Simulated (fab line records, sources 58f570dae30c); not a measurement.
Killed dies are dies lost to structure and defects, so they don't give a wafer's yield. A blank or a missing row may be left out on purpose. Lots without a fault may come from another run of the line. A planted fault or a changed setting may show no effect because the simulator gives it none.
fab line records | flow berkeley_cmos170
record lots=5 wafers=15 last_day=11
route steps=331 shown V2@293 M3@309
lots that met no fault: from a run of the same line without faults
start_h: hours from the record's first day to the start of the lot's first wafer shown | wait_h: hours since the lot's step before | " the same as in the row above | L1.1+2: a row that stands for several wafers | - no value, or no start given | * or withheld: withheld | < > ~ a bound
route shown NAME@n: a module of which the file shows steps, and the number in the route of the first | usual: mean/standard deviation of fault-free wafers | same: alike in all rows | chamber/n: place in a boat | sites: the reading at each site | _std_site: their standard deviation | _edge_site: outer sites' mean less inner sites' | radius_mm: how far each site lies from the wafer's centre | mask NAME#n: copy n | behind: the tool/chamber that last shaped the wafer | hold: why the lot was held/for how many hours/how that ended | device: the transistor (n, p or np) that didn't switch | end of line: the same wafers' tests at the end of the route | a step without rows: its recipe alone | killed: dies lost to structure and defects at the first sort, not the wafer's yield | map: a wafer's dies, x killed, . not, _ none there
set.NAME: the setting as run; set.NAME@STEP: as run at that earlier step | model.NAME: the simulator's own value behind a step, which no gauge read
lots at some steps of the route; a table a step, a row a wafer
services: from which hour (start_h, from the record's first day; less than 0 if before it) a tool's chamber was out of use, for how many hours, and why
## steps
# step UCB170_V2_THK_MEAS_01
# recipe reads=SiO2_of_V2_CVD_00
# usual V2_TEOS_THK=2001/28
# columns lot.wafer tool chamber start_h wait_h V2_TEOS_THK[nm]
L075.1 film_metro-01 - 182.21 0.1 2007
L075.2 " - " " 1968
L075.4 " - " " 2014
L083.1 film_metro-03 - 222.96 0.1 1997
L083.4 " - " " 2034
L083.6 " - " " 2006
L082.2 film_metro-02 - 223.47 0.1 1975
L082.5 " - " " 2002
L082.6 " - " " 2005
L090.1 film_metro-02 - 256.58 0.1 1967
L090.2 " - " " 1958
L090.6 " - " " 2024
L093.4 film_metro-02 - 259.11 0.0 2040
L093.5 " - " " 1998
L093.6 " - " " 2040
# step UCB170_V2_CMP_02
# recipe material=SiO2 down_force_psi=6 platen_rpm=60 pad_velocity_m_s=0.75398
# usual motor_current_A=15.9/1.1
# columns lot.wafer tool chamber start_h wait_h motor_current_A
L075.2 cmp-02 3 182.27 0.0 15.7
L075.4 " 0 " " 15.7
L075.1 " 2 " " 14.2
L083.4 cmp-01 3 223.07 0.1 17.7
L083.1 " 1 " " 16.8
L083.6 " 2 " " 15.1
L082.2 cmp-02 1 223.62 0.1 14.2
L082.6 " 3 " " 16.1
L082.5 " 0 " " 15.7
L090.2 cmp-01 2 256.69 0.1 15.4
L090.1 " 3 " " 18.6
L090.6 " 2 " " 15.6
L093.4 cmp-02 2 259.24 0.1 15.4
L093.6 " 0 " " 16.5
L093.5 " 1 " " 14.6
# step UCB170_V2_BOW_MEAS_03
# recipe mode=bow
# usual V2_BOW=37/7
# columns lot.wafer tool chamber start_h wait_h V2_BOW[um]
L075.1 film_metro-03 - 182.57 0.1 51
L075.2 " - " " 39
L075.4 " - " " 41
L083.1 film_metro-01 - 223.32 0.1 49
L083.4 " - " " 34
L083.6 " - " " 29
L082.2 film_metro-01 - 223.84 0.2 52
L082.5 " - " " 38
L082.6 " - " " 39
L090.1 film_metro-01 - 256.94 0.1 36
L090.2 " - " " 41
L090.6 " - " " 37
L093.4 film_metro-03 - 259.50 0.2 34
L093.5 " - " " 39
L093.6 " - " " 46
# step UCB170_V2_THK_MEAS_04
# recipe reads=SiO2_of_V2_CVD_00
# usual V2_POLISHED_THK=1000.5/1.3
# columns lot.wafer tool chamber start_h wait_h V2_POLISHED_THK[nm]
L075.1 film_metro-03 - 182.69 0.1 1001.4
L075.2 " - " " 1002.4
L075.4 " - " " 1000.2
L083.1 film_metro-01 - 223.44 0.1 999.1
L083.4 " - " " 998.4
L083.6 " - " " 998.9
L082.2 film_metro-01 - 223.95 0.1 1001.9
L082.5 " - " " 1000.0
L082.6 " - " " 1001.0
L090.1 film_metro-01 - 257.06 0.1 997.9
L090.2 " - " " 1000.2
L090.6 " - " " 999.2
L093.4 film_metro-03 - 259.59 0.1 1002.7
L093.5 " - " " 1002.0
L093.6 " - " " 999.8
# step UCB170_V2_CLEAN_05
# recipe chemistry=DIW
# columns lot.wafer tool chamber start_h wait_h
L075.1+2+4 wet_bench-03 3 182.75 0.1
L082.2+5+6 wet_bench-01 2 225.06 1.1
L083.1+4+6 wet_bench-01 2 225.06 1.6
L090.1+2+6 wet_bench-03 2 257.14 0.1
L093.4+5+6 wet_bench-02 0 260.21 0.6
# step UCB170_V2_HMDS_06
# recipe prime_time_s=60 prime_temp_c=100
# usual chill_plate_temp_C=23.02/0.12 exhaust_pa=45.2/0.78
# columns lot.wafer tool chamber start_h wait_h chill_plate_temp_C exhaust_pa
L075.1 litho_track-03 0 182.99 0.1 22.95 45.7
L075.2 " 0 " " 23.00 45.0
L075.4 " 0 " " 23.03 44.4
L083.1 litho_track-03 0 225.69 0.5 23.00 43.8
L083.4 " 0 " " 23.25 45.9
L083.6 " 0 " " 23.18 44.9
L082.2 litho_track-02 0 225.84 0.6 22.94 45.0
L082.5 " 0 " " 23.07 44.6
L082.6 " 0 " " 23.06 45.2
L090.1 litho_track-02 0 257.68 0.4 23.01 44.2
L090.2 " 0 " " 23.12 45.0
L090.6 " 0 " " 22.99 44.7
L093.4 litho_track-04 0 260.70 0.3 22.95 45.3
L093.5 " 0 " " 23.05 45.4
L093.6 " 0 " " 22.96 44.7
# step UCB170_V2_COAT_07
# recipe resist=KrF spin_rpm=1500 resist_thk_nm=900
# usual chill_plate_temp_C=22.98/0.1 exhaust_pa=45.1/0.93
# columns lot.wafer tool chamber start_h wait_h chill_plate_temp_C exhaust_pa
L075.1 litho_track-03 0 183.14 0.1 23.04 44.6
L075.2 " 0 " " 23.09 45.9
L075.4 " 0 " " 23.13 45.4
L083.1 litho_track-03 0 225.84 0.1 22.82 45.5
L083.4 " 0 " " 22.70 44.6
L083.6 " 0 " " 22.80 44.1
L082.2 litho_track-02 0 225.99 0.1 23.10 45.9
L082.5 " 0 " " 23.09 46.8
L082.6 " 0 " " 23.02 46.7
L090.1 litho_track-02 0 257.83 0.1 22.96 44.3
L090.2 " 0 " " 22.95 45.8
L090.6 " 0 " " 22.95 44.4
L093.4 litho_track-04 0 260.85 0.1 23.03 44.5
L093.5 " 0 " " 23.03 46.5
L093.6 " 0 " " 22.96 45.3
# step UCB170_V2_SOFTBAKE_08
# recipe resist=KrF temp_c=130 time_s=60
# usual chill_plate_temp_C=23.03/0.1 exhaust_pa=45.1/0.9
# columns lot.wafer tool chamber start_h wait_h chill_plate_temp_C exhaust_pa
L075.1 litho_track-03 0 183.29 0.1 22.75 45.7
L075.2 " 0 " " 22.80 44.8
L075.4 " 0 " " 22.93 46.3
L083.1 litho_track-03 0 225.99 0.1 22.96 43.6
L083.4 " 0 " " 22.90 44.5
L083.6 " 0 " " 22.91 45.8
L082.2 litho_track-02 0 226.14 0.1 22.99 44.8
L082.5 " 0 " " 23.08 43.9
L082.6 " 0 " " 23.07 44.2
L090.1 litho_track-02 0 257.98 0.1 22.99 45.8
L090.2 " 0 " " 22.95 45.0
L090.6 " 0 " " 22.89 46.7
L093.4 litho_track-04 0 261.00 0.1 23.03 44.4
L093.5 " 0 " " 22.96 43.8
L093.6 " 0 " " 23.06 45.5
# step UCB170_V2_EXPOSE_09
# recipe mask_id=VIA2 target_cd_nm=700 na=0.5 sigma_outer=0.6 source_shape=conventional dose_mj=37
# columns lot.wafer tool chamber start_h wait_h mask
L075.1+2+4 krf_scanner-01 0 183.57 0.2 VIA2#0
L083.1+4+6 krf_scanner-02 0 226.14 0.1 VIA2#0
L082.2+5+6 krf_scanner-01 0 226.41 0.2 VIA2#0
L090.1+2+6 krf_scanner-01 0 258.16 0.1 VIA2#0
L093.4+5+6 krf_scanner-01 0 261.14 0.1 VIA2#0
# step UCB170_V2_PEB_10
# recipe peb_temp_c=130 peb_time_s=withheld resist=KrF
# usual chill_plate_temp_C=23.00/0.1 exhaust_pa=45.0/0.96
# columns lot.wafer tool chamber start_h wait_h chill_plate_temp_C exhaust_pa
L075.1 litho_track-03 0 183.89 0.3 22.88 43.1
L075.2 " 0 " " 22.87 44.1
L075.4 " 0 " " 22.94 44.6
L083.1 litho_track-02 0 226.54 0.4 22.97 43.8
L083.4 " 0 " " 23.00 44.4
L083.6 " 0 " " 22.94 44.6
L082.2 litho_track-03 0 226.71 0.3 22.93 44.5
L082.5 " 0 " " 22.96 44.7
L082.6 " 0 " " 22.94 44.6
L090.1 litho_track-03 0 258.27 0.1 22.86 45.9
L090.2 " 0 " " 23.05 45.8
L090.6 " 0 " " 22.89 46.2
L093.4 litho_track-03 0 261.65 0.5 22.95 44.3
L093.5 " 0 " " 22.78 44.2
L093.6 " 0 " " 22.83 45.0
# step UCB170_V2_DEVELOP_11
# recipe developer=TMAH develop_time_s=45 resist=KrF dev_temp_c=21
# usual chill_plate_temp_C=23.02/0.1 exhaust_pa=45.1/0.93
# columns lot.wafer tool chamber start_h wait_h chill_plate_temp_C exhaust_pa
L075.1 litho_track-03 0 - - 23.08 46.1
L075.2 " 0 " " 23.09 45.2
L075.4 " 0 " " 23.02 43.5
L083.1 litho_track-02 0 - - 23.09 45.0
L083.4 " 0 " " 23.20 45.4
L083.6 " 0 " " 23.12 43.9
L082.2 litho_track-03 0 - - 23.14 43.9
L082.5 " 0 " " 22.89 44.5
L082.6 " 0 " " 23.01 44.4
L090.1 litho_track-03 0 - - 23.06 45.1
L090.2 " 0 " " 22.89 44.7
L090.6 " 0 " " 23.05 44.6
L093.4 litho_track-03 0 - - 22.93 44.3
L093.5 " 0 " " 22.94 46.1
L093.6 " 0 " " 22.89 44.5
# step UCB170_V2_CD_MEAS_12
# recipe target_cd_nm=700
# usual cd_nm=699.8/1.1
# columns lot.wafer tool chamber start_h wait_h cd_nm
L075.1 cd_sem-02 - 184.17 - 700.9
L075.2 " - " " 698.0
L075.4 " - " " 699.1
L083.1 cd_sem-01 - 226.82 - 700.9
L083.4 " - " " 702.2
L083.6 " - " " 702.2
L082.2 cd_sem-01 - 226.98 - 700.1
L082.5 " - " " 699.3
L082.6 " - " " 699.7
L090.1 cd_sem-01 - 258.55 - 699.3
L090.2 " - " " 698.9
L090.6 " - " " 696.3
L093.4 cd_sem-02 - 261.98 - 701.2
L093.5 " - " " 700.4
L093.6 " - " " 701.2
# step UCB170_V2_OVL_MEAS_13
# usual V2_OVL=-2/5.8
# columns lot.wafer tool chamber start_h wait_h V2_OVL[nm]
L075.1 overlay-01 - 184.29 0.1 3
L075.2 " - " " -3
L075.4 " - " " -2
L083.1 overlay-02 - 226.94 0.1 -8
L083.4 " - " " -9
L083.6 " - " " -11
L082.2 overlay-01 - 227.09 0.1 1
L082.5 " - " " -4
L082.6 " - " " -1
L090.1 overlay-01 - 258.67 0.1 -13
L090.2 " - " " -12
L090.6 " - " " -3
L093.4 overlay-01 - 262.06 0.1 -2
L093.5 " - " " 0
L093.6 " - " " -2
# step UCB170_V2_ETCH_14
# recipe chemistry=CHF3/CF4/Ar target=SiO2 stop_on=Al CHF3_flow_sccm=45 cf4_flow_sccm=15 Ar_flow_sccm=150 pressure_mtorr=200 rf_w=700 target_depth_a=12500 over_etch_frac=0.25 time_s=291
# usual drypump_motor_current_A=5.82/0.29 oes_product_au=0.873/0.0096 throttle_valve_pct=6.96/0.13
# columns lot.wafer tool chamber start_h wait_h drypump_motor_current_A oes_product_au rf_hours_counter_h throttle_valve_pct
L075.1 rie_diel-04 1 184.32 0.0 5.77 0.871 28 6.92
L075.2 " 3 " " 5.69 0.883 7 7.12
L075.4 " 2 " " 5.45 0.889 98 6.81
L083.1 rie_diel-04 0 226.97 0.0 5.88 0.854 28 6.76
L083.4 " 1 " " 5.74 0.871 31 6.91
L083.6 " 3 " " 5.65 0.868 - 7.13
L082.2 rie_diel-01 3 227.12 0.0 5.45 0.890 21 6.95
L082.5 " 0 " " 6.07 0.867 - 6.95
L082.6 " 3 " " 5.44 0.889 - 6.95
L090.1 rie_diel-01 1 258.70 0.0 5.81 0.868 24 7.09
L090.2 " 2 " " 5.76 0.877 1 7.03
L090.6 " 0 " " 6.07 0.866 - 6.94
L093.4 rie_diel-01 1 262.08 0.0 5.80 0.864 24 7.11
L093.5 " 1 " " 5.79 0.868 - 7.11
L093.6 " 2 " " 5.79 0.881 - 7.05
# step UCB170_V2_STRIP_15
# recipe chemistry=O2 power_w=400 pressure_mtorr=3500 platen_temp_c=withheld o2_flow_sccm=400 overash_fraction=0.5
# usual drypump_motor_current_A=5.7/0.38 oes_product_au=0.722/0.0044 strip_time_to_endpoint_s=15.30/0.13
# columns lot.wafer tool chamber start_h wait_h drypump_motor_current_A oes_product_au rf_hours_counter_h strip_time_to_endpoint_s
L075.1 plasma_asher-03 0 184.50 0.1 5.8 0.721 9 15.31
L075.2 " 1 " " 5.5 0.714 9 15.12
L075.4 " 1 " " 5.5 0.714 - 15.24
L083.1 plasma_asher-03 0 227.15 0.1 5.8 0.728 15 15.58
L083.4 " 0 " " 5.8 0.712 - 15.50
L083.6 " 0 " " 5.8 0.722 - 15.23
L082.2 plasma_asher-01 1 227.30 0.1 5.5 0.717 53 15.13
L082.5 " 0 " " 4.8 0.717 - 15.49
L082.6 " 1 " " 5.5 0.720 - 15.13
L090.1 plasma_asher-02 1 258.88 0.1 6.2 0.727 44 15.31
L090.2 " 0 " " 5.7 0.717 44 15.17
L090.6 " 0 " " 5.7 0.724 - 15.44
L093.4 plasma_asher-03 1 262.29 0.1 5.6 0.721 - 15.32
L093.5 " 1 " " 5.5 0.719 - 15.26
L093.6 " 0 " " 5.8 0.726 - 15.29
# step UCB170_V2_CD_MEAS_90
# recipe target_cd_nm=700
# usual cd_nm=699.8/1.5
# columns lot.wafer tool chamber start_h wait_h cd_nm
L075.1 cd_sem-02 - 184.60 0.1 701.8
L075.2 " - " " 698.1
L075.4 " - " " 700.0
L083.1 cd_sem-02 - 227.25 0.1 701.1
L083.4 " - " " 702.2
L083.6 " - " " 703.0
L082.2 cd_sem-01 - 227.42 0.1 701.6
L082.5 " - " " 699.9
L082.6 " - " " 700.2
L090.1 cd_sem-01 - 258.98 0.1 698.8
L090.2 " - " " 697.5
L090.6 " - " " 696.4
L093.4 cd_sem-02 - 262.82 0.5 701.8
L093.5 " - " " 701.0
L093.6 " - " " 700.0
# step UCB170_M3_PRE_CLEAN_00
# recipe gas=Ar preclean_etch_time_s=60
# columns lot.wafer tool chamber start_h wait_h
L075.1+2+4 pvd_sputter-01 - 184.72 0.1
L083.1+4+6 pvd_sputter-04 - 227.37 0.1
L082.2+5+6 pvd_sputter-01 - 227.52 0.1
L090.1+2+6 pvd_sputter-03 - 259.10 0.1
L093.4+5+6 pvd_sputter-04 - 262.88 0.0
# step UCB170_M3_SPUTTER_01
# recipe material=Al target_thk_nm=900 time_s=120 power_w=6000 chamber_pressure_pa=0.5
# usual throttle_valve_pct=30.1/0.99
# columns lot.wafer tool chamber start_h wait_h throttle_valve_pct
L075.1 pvd_sputter-01 - 184.79 0.0 29.9
L075.2 " - " " 30.2
L075.4 " - " " 29.5
L083.1 pvd_sputter-04 - 227.44 0.0 28.6
L083.4 " - " " 31.1
L083.6 " - " " 28.5
L082.2 pvd_sputter-01 - 227.59 0.0 30.1
L082.5 " - " " 29.2
L082.6 " - " " 31.0
L090.1 pvd_sputter-03 - 259.17 0.0 29.2
L090.2 " - " " 31.2
L090.6 " - " " 30.5
L093.4 pvd_sputter-04 - 262.95 0.0 31.4
L093.5 " - " " 31.3
L093.6 " - " " 28.3
# step UCB170_M3_RS_MEAS_02
# recipe thk_meas_gauge=four-point-probe reads=Al_of_M3_SPUTTER_01
# usual M3_AL_RS=0.0322/0.00039
# columns lot.wafer tool chamber start_h wait_h M3_AL_RS[ohm/sq]
L075.1 film_metro-01 - 184.87 0.0 0.0328
L075.2 " - " " 0.0318
L075.4 " - " " 0.0318
L083.1 film_metro-03 - 227.52 0.0 0.0328
L083.4 " - " " 0.0330
L083.6 " - " " 0.0329
L082.2 film_metro-04 - 227.69 0.1 0.0327
L082.5 " - " " 0.0318
L082.6 " - " " 0.0318
L090.1 film_metro-04 - 259.25 0.0 0.0320
L090.2 " - " " 0.0326
L090.6 " - " " 0.0326
L093.4 film_metro-01 - 263.09 0.1 0.0315
L093.5 " - " " 0.0315
L093.6 " - " " 0.0318
# step UCB170_M3_THK_MEAS_03
# recipe thk_meas_gauge=xrf reads=Al_of_M3_SPUTTER_01
# usual M3_AL_THK=886/12
# columns lot.wafer tool chamber start_h wait_h M3_AL_THK[nm]
L075.1 film_metro-01 - 184.99 0.1 881
L075.2 " - " " 908
L075.4 " - " " 906
L083.1 film_metro-03 - 227.64 0.1 866
L083.4 " - " " 859
L083.6 " - " " 862
L082.2 film_metro-04 - 227.80 0.1 875
L082.5 " - " " 895
L082.6 " - " " 894
L090.1 film_metro-04 - 259.37 0.1 895
L090.2 " - " " 885
L090.6 " - " " 882
L093.4 film_metro-01 - 263.18 0.1 909
L093.5 " - " " 904
L093.6 " - " " 897
# step UCB170_M3_HMDS_04
# recipe prime_time_s=60 prime_temp_c=100
# usual chill_plate_temp_C=22.99/0.096 exhaust_pa=45.0/0.88
# columns lot.wafer tool chamber start_h wait_h chill_plate_temp_C exhaust_pa
L075.1 litho_track-03 0 185.05 0.1 23.17 44.8
L075.2 " 0 " " 23.02 46.0
L075.4 " 0 " " 23.05 45.0
L083.1 litho_track-03 0 227.92 0.3 23.09 45.3
L083.4 " 0 " " 22.98 44.5
L083.6 " 0 " " 23.01 45.0
L082.2 litho_track-02 0 228.24 0.4 22.95 46.0
L082.5 " 0 " " 22.91 44.3
L082.6 " 0 " " 23.00 44.7
L090.1 litho_track-03 0 259.43 0.1 22.92 44.1
L090.2 " 0 " " 22.99 44.6
L090.6 " 0 " " 23.05 44.2
L093.4 litho_track-02 0 263.45 0.3 23.01 45.6
L093.5 " 0 " " 23.19 43.8
L093.6 " 0 " " 22.94 46.7
# step UCB170_M3_COAT_05
# recipe resist=KrF spin_rpm=1500 resist_thk_nm=900
# usual chill_plate_temp_C=23.00/0.097 exhaust_pa=45.1/0.99
# columns lot.wafer tool chamber start_h wait_h chill_plate_temp_C exhaust_pa
L075.1 litho_track-03 0 185.20 0.1 23.01 45.6
L075.2 " 0 " " 22.89 45.0
L075.4 " 0 " " 23.09 44.3
L083.1 litho_track-03 0 228.07 0.1 23.00 45.2
L083.4 " 0 " " 22.96 45.9
L083.6 " 0 " " 22.88 46.6
L082.2 litho_track-02 0 228.39 0.1 23.13 45.8
L082.5 " 0 " " 23.09 44.3
L082.6 " 0 " " 22.94 45.9
L090.1 litho_track-03 0 259.58 0.1 22.96 44.6
L090.2 " 0 " " 22.86 45.8
L090.6 " 0 " " 22.98 44.9
L093.4 litho_track-02 0 263.60 0.1 23.21 42.9
L093.5 " 0 " " 23.07 44.0
L093.6 " 0 " " 23.18 44.0
# step UCB170_M3_SOFTBAKE_06
# recipe resist=KrF temp_c=130 time_s=60
# usual chill_plate_temp_C=23.01/0.11 exhaust_pa=44.9/0.83
# columns lot.wafer tool chamber start_h wait_h chill_plate_temp_C exhaust_pa
L075.1 litho_track-03 0 185.35 0.1 23.27 47.0
L075.2 " 0 " " 23.11 45.7
L075.4 " 0 " " 23.15 45.1
L083.1 litho_track-03 0 228.22 0.1 23.02 43.9
L083.4 " 0 " " 23.04 45.0
L083.6 " 0 " " 23.02 45.0
L082.2 litho_track-02 0 228.54 0.1 23.00 45.6
L082.5 " 0 " " 23.09 45.3
L082.6 " 0 " " 23.03 45.2
L090.1 litho_track-03 0 259.73 0.1 23.04 45.9
L090.2 " 0 " " 22.95 46.5
L090.6 " 0 " " 22.86 46.3
L093.4 litho_track-02 0 263.75 0.1 23.14 44.9
L093.5 " 0 " " 22.91 45.5
L093.6 " 0 " " 22.88 46.3
# step UCB170_M3_STRIP_07
# recipe chemistry=O2 power_w=400 pressure_mtorr=3500 platen_temp_c=withheld o2_flow_sccm=400 overash_fraction=0.5
# usual drypump_motor_current_A=5.71/0.23 oes_product_au=0.735/0.0048 strip_time_to_endpoint_s=21.97/0.063
# columns lot.wafer tool chamber start_h wait_h drypump_motor_current_A oes_product_au rf_hours_counter_h strip_time_to_endpoint_s
L075.1 plasma_asher-03 0 185.50 0.1 5.81 0.732 9 22.04
L075.2 " 1 " " 5.55 0.733 9 22.06
L075.4 " 0 " " 5.79 0.725 - 21.96
L083.1 plasma_asher-03 1 228.37 0.1 5.54 0.736 15 22.02
L083.4 " 1 " " 5.54 0.731 - 22.06
L083.6 " 0 " " 5.75 0.742 - 21.97
L082.2 plasma_asher-02 1 228.66 0.1 6.10 0.739 40 21.95
L082.5 " 0 " " 5.69 0.735 - 21.97
L082.6 " 1 " " 6.12 0.736 - 21.97
L090.1 plasma_asher-03 0 259.88 0.1 5.82 0.741 18 22.00
L090.2 " 1 " " 5.58 0.736 18 22.00
L090.6 " 0 " " 5.82 0.735 - 22.06
L093.4 plasma_asher-02 0 263.86 0.1 5.69 0.735 - 21.96
L093.5 " 1 " " 6.11 0.742 - 21.83
L093.6 " 0 " " 5.68 0.742 - 21.89
# step UCB170_M3_STRIP_08
# recipe chemistry=DMSO temp_c=80 time_s=600 material=KrF
# columns lot.wafer tool chamber start_h wait_h
L075.1+2+4 wet_bench-04 1 187.15 1.6
L083.1+4+6 wet_bench-03 3 228.47 0.1
L082.2+5+6 wet_bench-03 2 228.76 0.1
L090.1+2+6 wet_bench-02 2 260.56 0.6
L093.4+5+6 wet_bench-04 1 263.93 0.0
# step UCB170_M3_COAT_09
# recipe resist=BARC temp_c=withheld time_s=withheld spin_rpm=3000 resist_thk_nm=withheld
# usual chill_plate_temp_C=* exhaust_pa=45.0/0.91
# columns lot.wafer tool chamber start_h wait_h chill_plate_temp_C exhaust_pa
L075.1 litho_track-02 0 187.32 0.0 * 45.6
L075.2 " 0 " " * 45.6
L075.4 " 0 " " * 43.3
L083.1 litho_track-02 0 228.66 0.0 * 46.0
L083.4 " 0 " " * 46.0
L083.6 " 0 " " * 46.9
L082.2 litho_track-01 0 228.96 0.0 * 45.0
L082.5 " 0 " " * 44.4
L082.6 " 0 " " * 45.1
L090.1 litho_track-02 0 261.13 0.4 * 46.1
L090.2 " 0 " " * 44.5
L090.6 " 0 " " * 45.1
L093.4 litho_track-01 0 264.40 0.3 * 44.2
L093.5 " 0 " " * 45.4
L093.6 " 0 " " * 44.1
# step UCB170_M3_COAT_10
# recipe resist=KrF spin_rpm=1500 resist_thk_nm=900
# usual chill_plate_temp_C=23.00/0.1 exhaust_pa=44.9/0.8
# columns lot.wafer tool chamber start_h wait_h chill_plate_temp_C exhaust_pa
L075.1 litho_track-02 0 - - 23.10 45.8
L075.2 " 0 " " 22.96 45.3
L075.4 " 0 " " 23.03 45.2
L083.1 litho_track-02 0 - - 22.96 43.4
L083.4 " 0 " " 23.06 45.1
L083.6 " 0 " " 22.94 43.6
L082.2 litho_track-01 0 - - 23.10 44.5
L082.5 " 0 " " 22.91 44.6
L082.6 " 0 " " 23.03 45.6
L090.1 litho_track-02 0 - - 23.06 45.0
L090.2 " 0 " " 23.14 45.2
L090.6 " 0 " " 23.07 44.1
L093.4 litho_track-01 0 - - 23.00 44.8
L093.5 " 0 " " 22.90 44.4
L093.6 " 0 " " 23.15 45.4
# step UCB170_M3_SOFTBAKE_11
# recipe resist=KrF temp_c=130 time_s=60
# usual chill_plate_temp_C=22.99/0.1 exhaust_pa=45.1/0.93
# columns lot.wafer tool chamber start_h wait_h chill_plate_temp_C exhaust_pa
L075.1 litho_track-02 0 - - 23.03 45.9
L075.2 " 0 " " 23.13 45.9
L075.4 " 0 " " 23.06 46.3
L083.1 litho_track-02 0 - - 23.02 45.2
L083.4 " 0 " " 23.01 46.8
L083.6 " 0 " " 23.01 46.3
L082.2 litho_track-01 0 - - 23.00 44.4
L082.5 " 0 " " 23.06 44.8
L082.6 " 0 " " 23.06 44.3
L090.1 litho_track-02 0 - - 22.99 45.0
L090.2 " 0 " " 22.92 45.1
L090.6 " 0 " " 22.84 46.3
L093.4 litho_track-01 0 - - 23.08 42.7
L093.5 " 0 " " 23.05 43.1
L093.6 " 0 " " 23.01 42.6
# step UCB170_M3_EXPOSE_12
# recipe mask_id=METAL3 target_cd_nm=700 na=0.5 sigma_outer=0.6 source_shape=conventional dose_mj=26
# columns lot.wafer tool chamber start_h wait_h mask
L075.1+2+4 krf_scanner-02 0 187.90 - METAL3#0
L083.1+4+6 krf_scanner-01 0 229.34 - METAL3#0
L082.2+5+6 krf_scanner-01 0 229.47 - METAL3#0
L090.1+2+6 krf_scanner-01 0 261.77 - METAL3#0
L093.4+5+6 krf_scanner-02 0 264.83 - METAL3#0
# step UCB170_M3_PEB_13
# recipe peb_temp_c=130 peb_time_s=withheld resist=KrF
# usual chill_plate_temp_C=22.98/0.11 exhaust_pa=44.9/0.83
# columns lot.wafer tool chamber start_h wait_h chill_plate_temp_C exhaust_pa
L075.1 litho_track-01 0 188.22 0.3 22.94 43.3
L075.2 " 0 " " 23.00 45.6
L075.4 " 0 " " 23.00 43.6
L083.1 litho_track-03 0 229.54 0.2 23.03 45.1
L083.4 " 0 " " 22.74 43.9
L083.6 " 0 " " 22.89 43.9
L082.2 litho_track-02 0 229.69 0.2 23.01 45.1
L082.5 " 0 " " 22.76 45.1
L082.6 " 0 " " 23.03 45.8
L090.1 litho_track-03 0 262.13 0.3 23.02 44.1
L090.2 " 0 " " 23.06 44.9
L090.6 " 0 " " 23.01 44.8
L093.4 litho_track-01 0 265.40 0.5 23.03 43.9
L093.5 " 0 " " 23.08 45.1
L093.6 " 0 " " 23.06 45.3
# step UCB170_M3_DEVELOP_14
# recipe developer=TMAH develop_time_s=45 resist=KrF dev_temp_c=21
# usual chill_plate_temp_C=23.01/0.1 exhaust_pa=45.0/0.94
# columns lot.wafer tool chamber start_h wait_h chill_plate_temp_C exhaust_pa
L075.1 litho_track-01 0 - - 22.96 46.2
L075.2 " 0 " " 22.97 46.2
L075.4 " 0 " " 23.23 45.9
L083.1 litho_track-03 0 - - 23.05 44.4
L083.4 " 0 " " 23.04 43.2
L083.6 " 0 " " 23.21 42.8
L082.2 litho_track-02 0 - - 23.06 46.1
L082.5 " 0 " " 23.02 44.7
L082.6 " 0 " " 23.02 44.6
L090.1 litho_track-03 0 - - 23.12 44.0
L090.2 " 0 " " 23.17 45.0
L090.6 " 0 " " 23.23 43.9
L093.4 litho_track-01 0 - - 23.00 45.8
L093.5 " 0 " " 22.80 44.3
L093.6 " 0 " " 23.03 43.8
# step UCB170_M3_CD_MEAS_15
# recipe target_cd_nm=700
# usual cd_nm=700.1/1.8
# columns lot.wafer tool chamber start_h wait_h cd_nm
L075.1 cd_sem-02 - 188.50 - 698.9
L075.2 " - " " 700.2
L075.4 " - " " 700.0
L083.1 cd_sem-01 - 229.82 - 697.3
L083.4 " - " " 697.0
L083.6 " - " " 698.2
L082.2 cd_sem-01 - 229.96 - 700.7
L082.5 " - " " 701.2
L082.6 " - " " 700.1
L090.1 cd_sem-02 - 262.88 - 699.9
L090.2 " - " " 701.5
L090.6 " - " " 699.2
L093.4 cd_sem-02 - 265.66 - 702.4
L093.5 " - " " 702.8
L093.6 " - " " 702.4
# step UCB170_M3_OVL_MEAS_16
# usual M3_OVL=-4/5.1
# columns lot.wafer tool chamber start_h wait_h M3_OVL[nm]
L075.1 overlay-02 - 188.62 0.1 2
L075.2 " - " " 5
L075.4 " - " " -2
L083.1 overlay-02 - 229.94 0.1 -2
L083.4 " - " " -4
L083.6 " - " " -7
L082.2 overlay-01 - 230.07 0.1 9
L082.5 " - " " 4
L082.6 " - " " -1
L090.1 overlay-01 - 263.00 0.1 -1
L090.2 " - " " -8
L090.6 " - " " -5
L093.4 overlay-01 - 265.74 0.1 -7
L093.5 " - " " -8
L093.6 " - " " -5
# step UCB170_M3_ETCH_17
# recipe chemistry=N2/H2 target_depth_a=withheld overetch_a=withheld target=BARC time_s=withheld source_w=500 bias_w=100 pressure_mtorr=30 n2_flow_sccm=100 h2_flow_sccm=200
# usual drypump_motor_current_A=5.65/0.25 oes_product_au=1.001/0.022 throttle_valve_pct=13.31/0.19
# columns lot.wafer tool chamber start_h wait_h drypump_motor_current_A oes_product_au throttle_valve_pct
L075.1 rie_diel-02 0 188.65 0.0 5.21 1.000 13.32
L075.2 " 3 " " 5.43 0.978 13.65
L075.4 " 0 " " 5.21 0.983 13.31
L083.1 rie_diel-02 2 229.98 0.0 5.59 0.994 13.06
L083.4 " 0 " " 5.23 0.991 13.30
L083.6 " 1 " " 5.77 1.004 13.07
L082.2 rie_diel-01 3 230.10 0.0 5.43 1.035 13.23
L082.5 " 3 " " 5.44 1.028 13.21
L082.6 " 1 " " 5.82 0.999 13.37
L090.1 rie_diel-02 2 263.04 0.0 5.58 1.002 13.06
L090.2 " 1 " " 5.80 1.010 13.06
L090.6 " 0 " " 5.16 0.982 13.30
L093.4 rie_diel-02 3 265.76 0.0 5.44 1.002 13.64
L093.5 " 2 " " 5.59 1.007 13.09
L093.6 " 3 " " 5.42 1.014 13.65
## services
# columns tool chamber start_h hours kind
plasma_asher-02 - 159.45 5.5 repair
cmp-01 - 162.94 2.3 repair
pvd_sputter-03 - 171.11 0.7 repair
plasma_asher-02 - 171.19 3.6 repair
krf_scanner-01 - 175.04 1.3 pm
pvd_sputter-01 - 182.76 1.8 repair
pvd_sputter-04 - 183.67 17.1 repair
rie_diel-02 0 184.24 3.6 repair
krf_scanner-02 - 186.02 1.2 repair
rie_diel-02 1 186.46 15.6 repair
plasma_asher-02 - 188.19 11.2 repair
cmp-02 - 188.27 0.4 repair
pvd_sputter-04 - 190.15 3.9 repair
pvd_sputter-04 - 192.05 6.0 repair
krf_scanner-02 - 199.91 0.8 pm
cmp-01 - 226.09 4.6 pm
cmp-02 - 226.85 0.3 repair
cmp-02 - 232.35 4.0 pm
plasma_asher-03 - 244.28 0.7 repair
krf_scanner-02 - 248.78 1.3 pm
pvd_sputter-01 - 256.26 10.0 repair
krf_scanner-02 - 257.42 1.0 pm
krf_scanner-02 - 258.51 3.6 pm
cmp-02 - 262.19 0.9 repair
## key
fault none
